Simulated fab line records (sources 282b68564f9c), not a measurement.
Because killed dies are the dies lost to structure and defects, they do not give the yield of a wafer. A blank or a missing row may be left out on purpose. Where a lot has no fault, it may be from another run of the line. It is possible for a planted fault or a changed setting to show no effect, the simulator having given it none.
A struck lot beside a sound one / flow ritCmos / 20 out of 202 route steps
Sound: the wafers L509.4, L509.5, L509.6. The struck wafers were L512.3, L512.4, L512.6. The cause is given at the end.
Each step with rows lists, per side, the tool, then ch with its chambers, then its first start. Under that, the readings that differ: sound wafers / struck wafers / difference of the means / sigmas: that difference in standard deviations of wafers without a fault.
alike: a reading whose means differ by less than 2 such deviations, as well as words and numbers matching on both sides. not compared: withheld readings; readings where some wafer has no value; bounds like >300 that might hide an equal value; numbers whose values overlap and for which the record gives no deviation.
The two part at a step that has a row with sigmas, a row that says differs or no value, or rows on one side only. Numbers that have no deviation but don't overlap get no sigmas and don't part them. A reading that every wafer of one side lacks parts them only if that side has two wafers or more.

RIT_CONTACT_CD_MEAS_08: the cd target is 1000 nm.
  struck on cdSem-02, day 6 13:44; sound on cdSem-01, day 5 22:58
  alike: cdNm
RIT_CONTACT_OVL_MEAS_09:
  struck on overlay-01, day 6 13:49; sound on overlay-01, day 5 23:03
  alike: CONTACT_OVL
then, 1 step without rows for these wafers: RIT_CONTACT_HARDBAKE_10 (time 60 s).
RIT_CONTACT_ETCH_11: etches SiO2 in CHF3/CF4/Ar, stops on TiSi2, target depth 480 nm, time 320 s.
  sound on rieDiel-02 ch 0,1, day 5 23:13; struck on rieDiel-02 ch 0,1, day 6 13:59
  alike: drypumpMotorCurrentA, oesProductAu, throttleValvePct
  not compared: rfHoursCounterH
RIT_CONTACT_STRIP_12: strips in O2, time 180 s.
  sound on plasmaAsher-04 ch 0,1, day 5 23:28; struck on plasmaAsher-03 ch 0,1, day 6 14:15
reading=drypumpMotorCurrentA (A); sound=5.0 5.6 5.0; struck=6.1 5.7 6.1; difference=+0.8; sigmas=+2
  alike: rfReflPowerW
  not compared: rfHoursCounterH
RIT_CONTACT_CD_MEAS_90: the cd target is 1000 nm.
  struck on cdSem-01, day 6 14:24; sound on cdSem-02, day 5 23:38
  alike: cdNm
then, 2 steps without rows for these wafers: RIT_CONTACT_CLEAN_13 (cleans in SC1, time 600 s); RIT_CONTACT_CLEAN_14 (cleans in SC2, time 600 s).
RIT_M1_SPUTTER_00: material Al, target thk 400 nm, time 500 s.
  struck on pvdSputter-02, day 6 14:51; sound on pvdSputter-03, day 6 00:06
  alike: throttleValvePct
RIT_M1_RS_MEAS_01: measurement is done with a four-point probe.
  struck on filmMetro-02, day 6 15:11; sound on filmMetro-03, day 6 00:28
  alike: M1_AL_RS
RIT_M1_THK_MEAS_02: measures by xrf.
  struck on filmMetro-02, day 6 15:17; sound on filmMetro-03, day 6 00:33
  alike: M1_AL_THK
then, 1 step without rows for these wafers: RIT_M1_HMDS_03 (prime time 60 s).
RIT_M1_COAT_04: resist thk 1300 nm.
  struck on lithoTrack-01, day 6 15:31; sound on lithoTrack-04 ch 0, day 6 00:48
  no value came back on the struck wafers for chillPlateTempC (C), dispensePressureKPa (kPa); on the sound wafers chillPlateTempC (C) reads 23.07 23.04 23.01
then, 4 steps without rows for these wafers: RIT_M1_SOFTBAKE_05 (time 60 s); RIT_M1_EXPOSE_06 (exposes mask M12, target cd 2600 nm); RIT_M1_PEB_07; RIT_M1_DEVELOP_08 (develop time 68 s).
RIT_M1_CD_MEAS_09: the cd target is 2600 nm.
  struck on cdSem-01, day 6 16:24; sound on cdSem-01, day 6 01:38
reading=cdNm (nm); sound=2598.7 2598.2 2600.0; struck=- - -; difference=no value on the struck wafers; sigmas=
RIT_M1_OVL_MEAS_10:
  struck on overlay-01, day 6 16:30; sound on overlay-01, day 6 01:43
reading=M1_OVL (nm); sound=-1.5 -1.7 -1.1; struck=- - -; difference=no value on the struck wafers; sigmas=
RIT_M1_PROBE_99:
  struck on prober-02, day 6 19:08; sound on prober-01, day 6 04:23
reading=defectLimitedYield (%); sound=99.2 95.5 97.7; struck=0 0 0; difference=-97; sigmas=-81
reading=killed_at_M0_to_M3; sound=0 0 0; struck=256 253 259; difference=+256; sigmas=+99 or more
reading=killedDies; sound=2 12 6; struck=264 264 264; difference=+257; sigmas=+80
reading=killedOnRim; sound=0 3 1; struck=70 70 70; difference=+69; sigmas=+43
reading=sort_bin_5_function (%); sound=0.8 1.9 1.5; struck=98.9 97.7 98.9; difference=+97.1; sigmas=+99 or more
reading=sortNPass; sound=262 252 258; struck=0 0 0; difference=-257; sigmas=-80
reading=sortYieldPct (%); sound=99.2 95.5 97.7; struck=0 0 0; difference=-97; sigmas=-81
  alike: killedAtContacts, killedAtFrontEnd, killedOpen, killedShort, sort_bin_3_pad_short, sort_bin_6_memory

## WHERE THEY PART
First at RIT_CONTACT_STRIP_12; last, within this record, at RIT_M1_PROBE_99.

WHY: what had been put in by the simulator
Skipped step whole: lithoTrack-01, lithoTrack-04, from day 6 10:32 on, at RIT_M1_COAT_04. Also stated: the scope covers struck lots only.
